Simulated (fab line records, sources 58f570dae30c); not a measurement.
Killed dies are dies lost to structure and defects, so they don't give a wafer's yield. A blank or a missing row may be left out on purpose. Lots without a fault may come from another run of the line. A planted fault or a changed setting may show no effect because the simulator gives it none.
Which tool did it? | flow berkeley_cmos170 | 14 lots, 42 wafers sampled, at 2 steps of a route of 331

WHAT THE GAUGES READ, wafer by wafer
UCB170_PWELL_TW_MEAS_17. Usual: PWELL_TW 379, standard deviation 3.3.
lot  | measured    | on            | PWELL_TW    | flag
L876 | day 2 20:40 | film_metro-01 | 375 376 376 |
L877 | day 3 06:31 | film_metro-03 | 381 382 379 |
L878 | day 3 07:02 | film_metro-01 | 374 372 375 |
L879 | day 3 10:07 | film_metro-03 | 381 381 382 |
L880 | day 3 17:30 | film_metro-03 | 379 379 381 |
L883 | day 4 06:48 | film_metro-01 | 374 377 377 |
L882 | day 4 07:01 | film_metro-04 | 382 382 380 |
L885 | day 4 15:43 | film_metro-04 | 383 381 381 |
L890 | day 5 17:21 | film_metro-03 | 407 403 403 | OFF
L889 | day 5 17:27 | film_metro-04 | 380 382 383 |
L891 | day 6 01:20 | film_metro-03 | 403 405 403 | OFF
L892 | day 6 15:51 | film_metro-03 | 379 382 383 |
L896 | day 7 08:26 | film_metro-01 | 375 377 376 |
L897 | day 7 15:01 | film_metro-04 | 380 379 380 |

WHICH TOOL RAN EACH LOT (tool, then ch and the chambers of the sampled wafers, then the start)
lot  | UCB170_PWELL_IMPLANT_15
L876 | implanter-03 ch 0, day 2 20:26
L877 | implanter-03 ch 0, day 3 06:17
L878 | implanter-02 ch 0, day 3 06:48
L879 | implanter-01 ch 0, day 3 09:52
L880 | implanter-01 ch 0, day 3 17:15
L883 | implanter-01 ch 0, day 4 06:33
L882 | implanter-03 ch 0, day 4 06:47
L885 | implanter-03 ch 0, day 4 15:28
L890 | implanter-03 ch 0, day 5 17:08
L889 | implanter-02 ch 0, day 5 17:11
L891 | implanter-03 ch 0, day 6 01:05
L892 | implanter-02 ch 0, day 6 15:37
L896 | implanter-01 ch 0, day 7 08:11
L897 | implanter-02 ch 0, day 7 14:46
- UCB170_PWELL_IMPLANT_15

WHAT THE TOOLS THEMSELVES READ (means of the sampled wafers that have a number; where no wafer has one, the mark that the record gives instead)
UCB170_PWELL_IMPLANT_15. Usual: beam_on_s 10.00 s, standard deviation 0.2; end_station_pressure_torr 5e-06 Torr, standard deviation 2.4e-07; faraday_current_uA 15.9, standard deviation 0.31; tilt_deg 6.994 degrees, standard deviation 0.02.
lot  | tool         | beam_on_s (s) | end_station_pressure_torr (Torr) | faraday_current_uA | tilt_deg (degrees) | flag
L876 | implanter-03 | 10.16         | 5e-06                            | 15.6               | 6.992              |
L877 | implanter-03 | 9.99          | 5e-06                            | 15.9               | 6.992              |
L878 | implanter-02 | 10.23         | 5e-06                            | 15.5               | 6.978              |
L879 | implanter-01 | 9.91          | 5e-06                            | 16.0               | 6.983              |
L880 | implanter-01 | 9.88          | 5e-06                            | 16.0               | 7.004              |
L883 | implanter-01 | 10.06         | 5e-06                            | 15.8               | 7.023              |
L882 | implanter-03 | 10.22         | 5e-06                            | 15.5               | 7.020              |
L885 | implanter-03 | 9.94          | 5e-06                            | 16.0               | 6.997              |
L890 | implanter-03 | 11.93         | 1e-04                            | 13.5               | 6.973              | OFF
L889 | implanter-02 | 9.78          | 5e-06                            | 16.2               | 6.984              |
L891 | implanter-03 | 11.99         | 9e-05                            | 13.4               | 7.020              | OFF
L892 | implanter-02 | 9.86          | 5e-06                            | 16.1               | 6.998              |
L896 | implanter-01 | 9.91          | 5e-06                            | 16.1               | 6.994              |
L897 | implanter-02 | 10.01         | 5e-06                            | 15.8               | 7.001              |

THE ANSWER, worked out from the rows above alone
Rule: a lot is off if the mean of its wafers that have a number lies more than 3 standard deviations from the usual mean. A lot without any number at a reading at which 4 lots or more have one is off too. The other lots that the step has rows for count as sound. The gauges are gone through in route order, then the tools' own readings, and for those a lot's mean is taken as printed above. The first step at which some lot is off is used, and at that step the reading that is off furthest; a lot without a number counts as furthest.
Off: L890, L891, at UCB170_PWELL_TW_MEAS_17 (PWELL_TW).
A tool fits if, at a process step before that reading, it ran every lot that is off, and no sound lot after the first of them. The gauges at UCB170_PWELL_TW_MEAS_17 aren't tried: what is off there is off at UCB170_PWELL_IMPLANT_15 too, on other tools, and a gauge's error can't cause that. One fits: implanter-03 at UCB170_PWELL_IMPLANT_15. Its last sound lot is L885 (day 4 15:28), its first lot that is off L890 (day 5 17:08): a fault that began between those two fits.
The tool's own readings at UCB170_PWELL_IMPLANT_15 bear it out: on the lots that are off they differ by more than 5 times the standard deviation of the sound lots' means. beam_on_s reads 11.96 s there against 10.00 s on the sound lots; end_station_pressure_torr reads 1e-04 Torr there against 5e-06 Torr on the sound lots; faraday_current_uA reads 13.4 there against 15.9 on the sound lots.

WHAT THE SIMULATOR HAD PUT IN
Process parameter drift: implanter-03, from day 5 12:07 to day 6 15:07, at UCB170_PWELL_IMPLANT_15. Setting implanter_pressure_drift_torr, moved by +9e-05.
Process parameter drift: implanter-03, from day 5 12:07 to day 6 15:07, at UCB170_PWELL_IMPLANT_15. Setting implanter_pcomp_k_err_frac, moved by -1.
Lots struck among those shown: L890, L891. The rule above found the same.
